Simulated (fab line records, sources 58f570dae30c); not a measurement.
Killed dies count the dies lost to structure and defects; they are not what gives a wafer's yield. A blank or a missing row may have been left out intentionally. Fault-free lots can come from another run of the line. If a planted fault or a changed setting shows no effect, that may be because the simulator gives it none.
fab line records :: flow berkeley-cmos170
record:
  lots: 14
  wafers: 42
  last-day: 14
route steps=331 shown PWELL@48
lots with no fault: from the same line, run without faults
start-h: start of the lot's first displayed wafer, in hours after the record's first day :: wait-h: hours since the lot's step before :: " the same as in the row above :: L1.1+2: a single row standing in for several wafers :: - no value, or no start given :: * or withheld: withheld :: < > ~ a bound
route shown NAME@n: a module of which the file shows steps, and the number in the route of the first :: usual: mean/standard deviation of fault-free wafers :: same: alike in all rows :: chamber/n: place in a boat :: sites: readings site by site :: _std_site: the values' standard deviation :: _edge_site: mean of outer sites minus mean of inner sites :: radius-mm: how far each site lies from the wafer's centre :: mask NAME#n: copy n :: behind: the tool/chamber that last shaped the wafer :: hold: the reason the lot was held/the length of the hold in hours/how it ended :: device: names the non-switching transistor (n, p or np) :: end of line: the same wafers' tests at the end of the route :: a step given without rows: its recipe and nothing more :: killed: dies lost to structure and defects at the first sort, not the wafer's yield :: map: a wafer's dies, marking killed ones x, the rest . and places with no die _
set.NAME: setting as actually run; set.NAME@STEP: the setting as run at that earlier step :: model.NAME: the simulator's own value behind a step, which no gauge read
one table for each step of the route and one row for each wafer, over a sample of lots
services: the hour from which a tool's chamber was out of use, counted from the record's first day as start-h (under 0 if before that day), plus the number of hours and why
== steps ==
step: UCB170_PWELL_ETCH_14
recipe:
  chemistry: CH3F/Ar/O2
  target: Si3N4
  stop-on: SiO2
  CH3F_flow_sccm: 20
  Ar_flow_sccm: 50
  O2_flow_sccm: 7
  pressure-mtorr: 50
  rf-w: 450
  target-depth-a: 2420
  over-etch-frac: 0.1
  time-s: 151
usual:
  drypump-motor-current-A: 5.6/0.41
  oes-product-au: 0.948/0.015
  run-length-s: 179.3/0.47
  throttle-valve-pct: 8.05/0.12
lot.wafer: L924.3
tool: rie-diel-02
chamber: 3
start-h: 70.73
wait-h: 0.0
drypump-motor-current-A: 6.1
oes-product-au: 0.948
rf-hours-counter-h: 0
run-length-s: 178.8
throttle-valve-pct: 8.00

lot.wafer: L924.5
tool: rie-diel-02
chamber: 1
start-h: 70.73
wait-h: 0.0
drypump-motor-current-A: 5.3
oes-product-au: 0.959
rf-hours-counter-h: -
run-length-s: 179.5
throttle-valve-pct: 8.04

lot.wafer: L924.6
tool: rie-diel-02
chamber: 0
start-h: 70.73
wait-h: 0.0
drypump-motor-current-A: 5.2
oes-product-au: 0.943
rf-hours-counter-h: -
run-length-s: 179.2
throttle-valve-pct: 8.20

lot.wafer: L923.2
tool: rie-diel-03
chamber: 3
start-h: 71.23
wait-h: 0.0
drypump-motor-current-A: 5.7
oes-product-au: 0.973
rf-hours-counter-h: 154
run-length-s: 180.1
throttle-valve-pct: 8.18

lot.wafer: L923.3
tool: rie-diel-03
chamber: 0
start-h: 71.23
wait-h: 0.0
drypump-motor-current-A: 6.0
oes-product-au: 0.947
rf-hours-counter-h: 15
run-length-s: 179.3
throttle-valve-pct: 8.07

lot.wafer: L923.5
tool: rie-diel-03
chamber: 3
start-h: 71.23
wait-h: 0.0
drypump-motor-current-A: 5.7
oes-product-au: 0.956
rf-hours-counter-h: -
run-length-s: 180.3
throttle-valve-pct: 8.16

lot.wafer: L925.1
tool: rie-diel-02
chamber: 1
start-h: 71.29
wait-h: 0.0
drypump-motor-current-A: 5.3
oes-product-au: 0.966
rf-hours-counter-h: 103
run-length-s: 179.5
throttle-valve-pct: 8.04

lot.wafer: L925.3
tool: rie-diel-02
chamber: 3
start-h: 71.29
wait-h: 0.0
drypump-motor-current-A: 6.1
oes-product-au: 0.952
rf-hours-counter-h: 0
run-length-s: 178.7
throttle-valve-pct: 8.00

lot.wafer: L925.6
tool: rie-diel-02
chamber: 0
start-h: 71.29
wait-h: 0.0
drypump-motor-current-A: 5.2
oes-product-au: 0.946
rf-hours-counter-h: -
run-length-s: 179.2
throttle-valve-pct: 8.18

lot.wafer: L926.1
tool: rie-diel-01
chamber: 2
start-h: 81.93
wait-h: 0.0
drypump-motor-current-A: 5.7
oes-product-au: 0.939
rf-hours-counter-h: 160
run-length-s: 178.9
throttle-valve-pct: 7.95

lot.wafer: L926.2
tool: rie-diel-01
chamber: 3
start-h: 81.93
wait-h: 0.0
drypump-motor-current-A: 6.1
oes-product-au: 0.974
rf-hours-counter-h: 1
run-length-s: 179.4
throttle-valve-pct: 7.80

lot.wafer: L926.6
tool: rie-diel-01
chamber: 0
start-h: 81.93
wait-h: 0.0
drypump-motor-current-A: 5.8
oes-product-au: 0.963
rf-hours-counter-h: -
run-length-s: 178.5
throttle-valve-pct: 8.08

lot.wafer: L927.1
tool: rie-diel-02
chamber: 1
start-h: 86.12
wait-h: 0.0
drypump-motor-current-A: 5.3
oes-product-au: 0.966
rf-hours-counter-h: 104
run-length-s: 179.6
throttle-valve-pct: 8.05

lot.wafer: L927.2
tool: rie-diel-02
chamber: 3
start-h: 86.12
wait-h: 0.0
drypump-motor-current-A: 6.1
oes-product-au: 0.947
rf-hours-counter-h: 1
run-length-s: 179.0
throttle-valve-pct: 8.00

lot.wafer: L927.5
tool: rie-diel-02
chamber: 3
start-h: 86.12
wait-h: 0.0
drypump-motor-current-A: 6.1
oes-product-au: 0.945
rf-hours-counter-h: -
run-length-s: 178.8
throttle-valve-pct: 8.01

lot.wafer: L929.2
tool: rie-diel-03
chamber: 0
start-h: 94.06
wait-h: 0.0
drypump-motor-current-A: 6.0
oes-product-au: 0.956
rf-hours-counter-h: 16
run-length-s: 179.1
throttle-valve-pct: 8.06

lot.wafer: L929.4
tool: rie-diel-03
chamber: 2
start-h: 94.06
wait-h: 0.0
drypump-motor-current-A: 4.8
oes-product-au: 0.931
rf-hours-counter-h: -
run-length-s: 178.8
throttle-valve-pct: 7.88

lot.wafer: L929.6
tool: rie-diel-03
chamber: 3
start-h: 94.06
wait-h: 0.0
drypump-motor-current-A: 5.7
oes-product-au: 0.967
rf-hours-counter-h: -
run-length-s: 179.6
throttle-valve-pct: 8.16

lot.wafer: L933.3
tool: rie-diel-03
chamber: 2
start-h: 110.82
wait-h: 0.0
drypump-motor-current-A: 4.8
oes-product-au: 0.934
rf-hours-counter-h: 156
run-length-s: 178.5
throttle-valve-pct: 7.87

lot.wafer: L933.4
tool: rie-diel-03
chamber: 3
start-h: 110.82
wait-h: 0.0
drypump-motor-current-A: 5.7
oes-product-au: 0.968
rf-hours-counter-h: 156
run-length-s: 179.8
throttle-valve-pct: 8.16

lot.wafer: L933.6
tool: rie-diel-03
chamber: 0
start-h: 110.82
wait-h: 0.0
drypump-motor-current-A: 6.0
oes-product-au: 0.952
rf-hours-counter-h: -
run-length-s: 179.4
throttle-valve-pct: 8.07

lot.wafer: L935.1
tool: rie-diel-02
chamber: 1
start-h: 110.87
wait-h: 0.0
drypump-motor-current-A: 5.3
oes-product-au: 0.970
rf-hours-counter-h: 105
run-length-s: 179.8
throttle-valve-pct: 8.04

lot.wafer: L935.2
tool: rie-diel-02
chamber: 2
start-h: 110.87
wait-h: 0.0
drypump-motor-current-A: 6.0
oes-product-au: 0.913
rf-hours-counter-h: 0
run-length-s: 179.5
throttle-valve-pct: 8.14

lot.wafer: L935.3
tool: rie-diel-02
chamber: 0
start-h: 110.87
wait-h: 0.0
drypump-motor-current-A: 5.2
oes-product-au: 0.949
rf-hours-counter-h: 129
run-length-s: 179.2
throttle-valve-pct: 8.17

lot.wafer: L934.2
tool: rie-diel-01
chamber: 0
start-h: 110.95
wait-h: 0.0
drypump-motor-current-A: 5.8
oes-product-au: 1.022
rf-hours-counter-h: 60
run-length-s: 167.7
throttle-valve-pct: 8.09

lot.wafer: L934.5
tool: rie-diel-01
chamber: 1
start-h: 110.95
wait-h: 0.0
drypump-motor-current-A: 5.8
oes-product-au: 0.974
rf-hours-counter-h: -
run-length-s: 168.2
throttle-valve-pct: 8.19

lot.wafer: L934.6
tool: rie-diel-01
chamber: 0
start-h: 110.95
wait-h: 0.0
drypump-motor-current-A: 5.8
oes-product-au: 1.021
rf-hours-counter-h: -
run-length-s: 167.5
throttle-valve-pct: 8.10

lot.wafer: L937.2
tool: rie-diel-03
chamber: 1
start-h: 129.84
wait-h: 0.0
drypump-motor-current-A: 5.4
oes-product-au: 0.941
rf-hours-counter-h: 73
run-length-s: 180.0
throttle-valve-pct: 8.12

lot.wafer: L937.4
tool: rie-diel-03
chamber: 3
start-h: 129.84
wait-h: 0.0
drypump-motor-current-A: 5.7
oes-product-au: 0.948
rf-hours-counter-h: 157
run-length-s: 179.8
throttle-valve-pct: 8.17

lot.wafer: L937.6
tool: rie-diel-03
chamber: 1
start-h: 129.84
wait-h: 0.0
drypump-motor-current-A: 5.4
oes-product-au: 0.949
rf-hours-counter-h: -
run-length-s: 180.2
throttle-valve-pct: 8.13

lot.wafer: L936.1
tool: rie-diel-01
chamber: 3
start-h: 130.46
wait-h: 0.0
drypump-motor-current-A: 6.1
oes-product-au: 1.026
rf-hours-counter-h: 4
run-length-s: 168.0
throttle-valve-pct: 7.82

lot.wafer: L936.4
tool: rie-diel-01
chamber: 0
start-h: 130.46
wait-h: 0.0
drypump-motor-current-A: 5.7
oes-product-au: 1.015
rf-hours-counter-h: -
run-length-s: 167.8
throttle-valve-pct: 8.11

lot.wafer: L936.5
tool: rie-diel-01
chamber: 3
start-h: 130.46
wait-h: 0.0
drypump-motor-current-A: 6.1
oes-product-au: 1.027
rf-hours-counter-h: -
run-length-s: 168.3
throttle-valve-pct: 7.82

lot.wafer: L939.1
tool: rie-diel-03
chamber: 3
start-h: 139.50
wait-h: 0.0
drypump-motor-current-A: 5.7
oes-product-au: 0.963
rf-hours-counter-h: 158
run-length-s: 179.8
throttle-valve-pct: 8.17

lot.wafer: L939.2
tool: rie-diel-03
chamber: 1
start-h: 139.50
wait-h: 0.0
drypump-motor-current-A: 5.4
oes-product-au: 0.950
rf-hours-counter-h: 74
run-length-s: 180.0
throttle-valve-pct: 8.13

lot.wafer: L939.3
tool: rie-diel-03
chamber: 0
start-h: 139.50
wait-h: 0.0
drypump-motor-current-A: 6.0
oes-product-au: 0.937
rf-hours-counter-h: 19
run-length-s: 179.1
throttle-valve-pct: 8.07

lot.wafer: L940.1
tool: rie-diel-02
chamber: 1
start-h: 148.10
wait-h: 0.0
drypump-motor-current-A: 5.3
oes-product-au: 0.960
rf-hours-counter-h: 107
run-length-s: 179.5
throttle-valve-pct: 8.03

lot.wafer: L940.3
tool: rie-diel-02
chamber: 3
start-h: 148.10
wait-h: 0.0
drypump-motor-current-A: 6.1
oes-product-au: 0.944
rf-hours-counter-h: 3
run-length-s: 178.7
throttle-valve-pct: 8.02

lot.wafer: L940.4
tool: rie-diel-02
chamber: 0
start-h: 148.10
wait-h: 0.0
drypump-motor-current-A: 5.2
oes-product-au: 0.934
rf-hours-counter-h: -
run-length-s: 179.5
throttle-valve-pct: 8.19

lot.wafer: L944.1
tool: rie-diel-02
chamber: 0
start-h: 178.19
wait-h: 0.0
drypump-motor-current-A: 5.2
oes-product-au: 0.938
rf-hours-counter-h: 133
run-length-s: 179.7
throttle-valve-pct: 8.18

lot.wafer: L944.4
tool: rie-diel-02
chamber: 3
start-h: 178.19
wait-h: 0.0
drypump-motor-current-A: 6.1
oes-product-au: 0.943
rf-hours-counter-h: 5
run-length-s: 178.6
throttle-valve-pct: 7.99

lot.wafer: L944.5
tool: rie-diel-02
chamber: 3
start-h: 178.19
wait-h: 0.0
drypump-motor-current-A: 6.1
oes-product-au: 0.937
rf-hours-counter-h: -
run-length-s: 178.9
throttle-valve-pct: 8.00
step: UCB170_PWELL_STRIP_16
recipe:
  chemistry: O2
  power-w: 400
  pressure-mtorr: 3500
  platen-temp-c: withheld
  o2-flow-sccm: 400
  overash-fraction: 0.5
usual:
  drypump-motor-current-A: 5.7/0.56
  oes-product-au: 0.721/0.0043
  strip-time-to-endpoint-s: 18.09/0.087
lot.wafer: L924.3
tool: plasma-asher-01
chamber: 0
start-h: 71.01
wait-h: 0.1
drypump-motor-current-A: 4.8
oes-product-au: 0.718
rf-hours-counter-h: -
strip-time-to-endpoint-s: 18.12

lot.wafer: L924.5
tool: plasma-asher-01
chamber: 0
start-h: 71.01
wait-h: 0.1
drypump-motor-current-A: 4.8
oes-product-au: 0.729
rf-hours-counter-h: -
strip-time-to-endpoint-s: 18.23

lot.wafer: L924.6
tool: plasma-asher-01
chamber: 1
start-h: 71.01
wait-h: 0.1
drypump-motor-current-A: 6.2
oes-product-au: 0.728
rf-hours-counter-h: -
strip-time-to-endpoint-s: 18.22

lot.wafer: L923.2
tool: plasma-asher-01
chamber: 0
start-h: 71.48
wait-h: 0.1
drypump-motor-current-A: 4.8
oes-product-au: 0.720
rf-hours-counter-h: 32
strip-time-to-endpoint-s: 17.93

lot.wafer: L923.3
tool: plasma-asher-01
chamber: 0
start-h: 71.48
wait-h: 0.1
drypump-motor-current-A: 4.8
oes-product-au: 0.721
rf-hours-counter-h: -
strip-time-to-endpoint-s: 18.07

lot.wafer: L923.5
tool: plasma-asher-01
chamber: 0
start-h: 71.48
wait-h: 0.1
drypump-motor-current-A: 4.8
oes-product-au: 0.724
rf-hours-counter-h: -
strip-time-to-endpoint-s: 18.06

lot.wafer: L925.1
tool: plasma-asher-02
chamber: 1
start-h: 71.54
wait-h: 0.1
drypump-motor-current-A: 5.5
oes-product-au: 0.719
rf-hours-counter-h: 31
strip-time-to-endpoint-s: 18.02

lot.wafer: L925.3
tool: plasma-asher-02
chamber: 1
start-h: 71.54
wait-h: 0.1
drypump-motor-current-A: 5.5
oes-product-au: 0.716
rf-hours-counter-h: -
strip-time-to-endpoint-s: 18.06

lot.wafer: L925.6
tool: plasma-asher-02
chamber: 1
start-h: 71.54
wait-h: 0.1
drypump-motor-current-A: 5.5
oes-product-au: 0.726
rf-hours-counter-h: -
strip-time-to-endpoint-s: 18.15

lot.wafer: L926.1
tool: plasma-asher-02
chamber: 1
start-h: 82.19
wait-h: 0.1
drypump-motor-current-A: 5.5
oes-product-au: 0.721
rf-hours-counter-h: 32
strip-time-to-endpoint-s: 18.08

lot.wafer: L926.2
tool: plasma-asher-02
chamber: 0
start-h: 82.19
wait-h: 0.1
drypump-motor-current-A: 6.5
oes-product-au: 0.718
rf-hours-counter-h: 32
strip-time-to-endpoint-s: 18.08

lot.wafer: L926.6
tool: plasma-asher-02
chamber: 0
start-h: 82.19
wait-h: 0.1
drypump-motor-current-A: 6.5
oes-product-au: 0.723
rf-hours-counter-h: -
strip-time-to-endpoint-s: 18.16

lot.wafer: L927.1
tool: plasma-asher-02
chamber: 0
start-h: 86.37
wait-h: 0.1
drypump-motor-current-A: 6.5
oes-product-au: 0.718
rf-hours-counter-h: 33
strip-time-to-endpoint-s: 18.04

lot.wafer: L927.2
tool: plasma-asher-02
chamber: 1
start-h: 86.37
wait-h: 0.1
drypump-motor-current-A: 5.5
oes-product-au: 0.717
rf-hours-counter-h: 33
strip-time-to-endpoint-s: 17.96

lot.wafer: L927.5
tool: plasma-asher-02
chamber: 0
start-h: 86.37
wait-h: 0.1
drypump-motor-current-A: 6.5
oes-product-au: 0.717
rf-hours-counter-h: -
strip-time-to-endpoint-s: 18.01

lot.wafer: L929.2
tool: plasma-asher-02
chamber: 1
start-h: 94.31
wait-h: 0.1
drypump-motor-current-A: 5.5
oes-product-au: 0.714
rf-hours-counter-h: 33
strip-time-to-endpoint-s: 18.13

lot.wafer: L929.4
tool: plasma-asher-02
chamber: 1
start-h: 94.31
wait-h: 0.1
drypump-motor-current-A: 5.5
oes-product-au: 0.722
rf-hours-counter-h: -
strip-time-to-endpoint-s: 18.03

lot.wafer: L929.6
tool: plasma-asher-02
chamber: 0
start-h: 94.31
wait-h: 0.1
drypump-motor-current-A: 6.5
oes-product-au: 0.723
rf-hours-counter-h: -
strip-time-to-endpoint-s: 18.14

lot.wafer: L933.3
tool: plasma-asher-01
chamber: 0
start-h: 111.10
wait-h: 0.1
drypump-motor-current-A: 4.8
oes-product-au: 0.713
rf-hours-counter-h: -
strip-time-to-endpoint-s: 18.01

lot.wafer: L933.4
tool: plasma-asher-01
chamber: 1
start-h: 111.10
wait-h: 0.1
drypump-motor-current-A: 6.2
oes-product-au: 0.725
rf-hours-counter-h: -
strip-time-to-endpoint-s: 18.05

lot.wafer: L933.6
tool: plasma-asher-01
chamber: 1
start-h: 111.10
wait-h: 0.1
drypump-motor-current-A: 6.2
oes-product-au: 0.721
rf-hours-counter-h: -
strip-time-to-endpoint-s: 18.16

lot.wafer: L935.1
tool: plasma-asher-04
chamber: 0
start-h: 111.12
wait-h: 0.1
drypump-motor-current-A: 5.4
oes-product-au: 0.724
rf-hours-counter-h: 37
strip-time-to-endpoint-s: 18.14

lot.wafer: L935.2
tool: plasma-asher-04
chamber: 1
start-h: 111.12
wait-h: 0.1
drypump-motor-current-A: 5.8
oes-product-au: 0.724
rf-hours-counter-h: 37
strip-time-to-endpoint-s: 18.17

lot.wafer: L935.3
tool: plasma-asher-04
chamber: 1
start-h: 111.12
wait-h: 0.1
drypump-motor-current-A: 5.8
oes-product-au: 0.715
rf-hours-counter-h: -
strip-time-to-endpoint-s: 18.23

lot.wafer: L934.2
tool: plasma-asher-04
chamber: 0
start-h: 111.22
wait-h: 0.1
drypump-motor-current-A: 5.4
oes-product-au: 0.719
rf-hours-counter-h: 37
strip-time-to-endpoint-s: 18.35

lot.wafer: L934.5
tool: plasma-asher-04
chamber: 0
start-h: 111.22
wait-h: 0.1
drypump-motor-current-A: 5.4
oes-product-au: 0.722
rf-hours-counter-h: -
strip-time-to-endpoint-s: 18.49

lot.wafer: L934.6
tool: plasma-asher-04
chamber: 1
start-h: 111.22
wait-h: 0.1
drypump-motor-current-A: 5.8
oes-product-au: 0.718
rf-hours-counter-h: -
strip-time-to-endpoint-s: 18.35

lot.wafer: L937.2
tool: plasma-asher-01
chamber: 0
start-h: 130.09
wait-h: 0.1
drypump-motor-current-A: 4.8
oes-product-au: 0.733
rf-hours-counter-h: 39
strip-time-to-endpoint-s: 18.20

lot.wafer: L937.4
tool: plasma-asher-01
chamber: 0
start-h: 130.09
wait-h: 0.1
drypump-motor-current-A: 4.8
oes-product-au: 0.718
rf-hours-counter-h: -
strip-time-to-endpoint-s: 18.14

lot.wafer: L937.6
tool: plasma-asher-01
chamber: 0
start-h: 130.09
wait-h: 0.1
drypump-motor-current-A: 4.8
oes-product-au: 0.720
rf-hours-counter-h: -
strip-time-to-endpoint-s: 18.28

lot.wafer: L936.1
tool: plasma-asher-04
chamber: 1
start-h: 130.76
wait-h: 0.1
drypump-motor-current-A: 5.8
oes-product-au: 0.718
rf-hours-counter-h: 40
strip-time-to-endpoint-s: 18.41

lot.wafer: L936.4
tool: plasma-asher-04
chamber: 0
start-h: 130.76
wait-h: 0.1
drypump-motor-current-A: 5.4
oes-product-au: 0.722
rf-hours-counter-h: -
strip-time-to-endpoint-s: 18.43

lot.wafer: L936.5
tool: plasma-asher-04
chamber: 0
start-h: 130.76
wait-h: 0.1
drypump-motor-current-A: 5.4
oes-product-au: 0.723
rf-hours-counter-h: -
strip-time-to-endpoint-s: 18.41

lot.wafer: L939.1
tool: plasma-asher-01
chamber: 0
start-h: 139.75
wait-h: 0.1
drypump-motor-current-A: 4.8
oes-product-au: 0.720
rf-hours-counter-h: 41
strip-time-to-endpoint-s: 18.09

lot.wafer: L939.2
tool: plasma-asher-01
chamber: 1
start-h: 139.75
wait-h: 0.1
drypump-motor-current-A: 6.1
oes-product-au: 0.721
rf-hours-counter-h: 41
strip-time-to-endpoint-s: 18.13

lot.wafer: L939.3
tool: plasma-asher-01
chamber: 0
start-h: 139.75
wait-h: 0.1
drypump-motor-current-A: 4.8
oes-product-au: 0.722
rf-hours-counter-h: -
strip-time-to-endpoint-s: 18.19

lot.wafer: L940.1
tool: plasma-asher-04
chamber: 0
start-h: 148.35
wait-h: 0.1
drypump-motor-current-A: 5.4
oes-product-au: 0.722
rf-hours-counter-h: 42
strip-time-to-endpoint-s: 18.12

lot.wafer: L940.3
tool: plasma-asher-04
chamber: 1
start-h: 148.35
wait-h: 0.1
drypump-motor-current-A: 5.8
oes-product-au: 0.723
rf-hours-counter-h: -
strip-time-to-endpoint-s: 18.13

lot.wafer: L940.4
tool: plasma-asher-04
chamber: 0
start-h: 148.35
wait-h: 0.1
drypump-motor-current-A: 5.4
oes-product-au: 0.716
rf-hours-counter-h: -
strip-time-to-endpoint-s: 18.13

lot.wafer: L944.1
tool: plasma-asher-04
chamber: 1
start-h: 178.44
wait-h: 0.1
drypump-motor-current-A: 5.8
oes-product-au: 0.721
rf-hours-counter-h: 46
strip-time-to-endpoint-s: 18.18

lot.wafer: L944.4
tool: plasma-asher-04
chamber: 1
start-h: 178.44
wait-h: 0.1
drypump-motor-current-A: 5.8
oes-product-au: 0.723
rf-hours-counter-h: -
strip-time-to-endpoint-s: 18.10

lot.wafer: L944.5
tool: plasma-asher-04
chamber: 0
start-h: 178.44
wait-h: 0.1
drypump-motor-current-A: 5.4
oes-product-au: 0.720
rf-hours-counter-h: -
strip-time-to-endpoint-s: 18.11
== services ==
tool: plasma-asher-04
chamber: -
start-h: 46.75
hours: 0.6
kind: repair

tool: rie-diel-02
chamber: 3
start-h: 47.33
hours: -
kind: clean

tool: rie-diel-02
chamber: 3
start-h: 47.33
hours: 16.8
kind: scheduled-down

tool: rie-diel-02
chamber: 3
start-h: 47.33
hours: 16.8
kind: vent-cycle

tool: plasma-asher-01
chamber: -
start-h: 66.64
hours: 4.3
kind: pm

tool: rie-diel-03
chamber: 2
start-h: 72.61
hours: 10.7
kind: repair

tool: plasma-asher-02
chamber: -
start-h: 76.02
hours: 2.8
kind: pm

tool: plasma-asher-04
chamber: -
start-h: 79.68
hours: 6.4
kind: repair

tool: rie-diel-02
chamber: 2
start-h: 86.35
hours: -
kind: clean

tool: rie-diel-02
chamber: 2
start-h: 86.35
hours: 14.8
kind: scheduled-down

tool: rie-diel-02
chamber: 2
start-h: 86.35
hours: 14.8
kind: vent-cycle

tool: rie-diel-03
chamber: 1
start-h: 86.44
hours: 15.1
kind: repair

tool: plasma-asher-04
chamber: -
start-h: 90.94
hours: 19.4
kind: pm

tool: plasma-asher-02
chamber: -
start-h: 101.13
hours: 2.1
kind: repair

tool: plasma-asher-02
chamber: -
start-h: 108.75
hours: 9.0
kind: pm

tool: plasma-asher-02
chamber: -
start-h: 120.66
hours: 14.6
kind: pm

tool: rie-diel-01
chamber: 1
start-h: 121.26
hours: 44.2
kind: repair

tool: rie-diel-03
chamber: 2
start-h: 135.03
hours: 4.1
kind: repair

tool: rie-diel-02
chamber: 3
start-h: 135.07
hours: 9.6
kind: repair

tool: rie-diel-03
chamber: 2
start-h: 140.04
hours: -
kind: clean

tool: rie-diel-03
chamber: 2
start-h: 140.04
hours: 14.2
kind: scheduled-down

tool: rie-diel-03
chamber: 2
start-h: 140.04
hours: 14.2
kind: vent-cycle

tool: rie-diel-02
chamber: 2
start-h: 144.22
hours: 18.8
kind: repair

tool: rie-diel-03
chamber: 3
start-h: 154.25
hours: -
kind: clean
== key ==
first-sign:
  step: UCB170_PWELL_ETCH_14
  reading: run-length-s
  direction: down
  sigmas: 24
  usual: *
  struck: *
effect:
  step: UCB170_PWELL_ETCH_14
  reading: oes-product-au
  direction: up
  sigmas: 4.5
  usual: 0.948
  struck: 1.014
effect:
  step: UCB170_PWELL_STRIP_16
  reading: strip-time-to-endpoint-s
  direction: up
  sigmas: 3.6
  usual: *
  struck: *
met-at UCB170_PWELL_ETCH_14
struck-lots L934,L936
tester-left-out L934,L936
onset-between 81.93 110.95
fault:
  kind: process-parameter-drift
  tool: rie-diel-01
  chamber: -
  onset-h: 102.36
  steps: UCB170_PWELL_ETCH_14
  channel: time-s
  offset: *
  shape: step
  end-h: 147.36
  acts-in: *
  stated: *
tester-left-out: of these lots the tester's yield and bins aren't shown, on N5 and GAA mostly nor the transistor test; their killed dies are dies lost to structure and defects alone, not to doping, threshold or leakage, so they don't give the yield
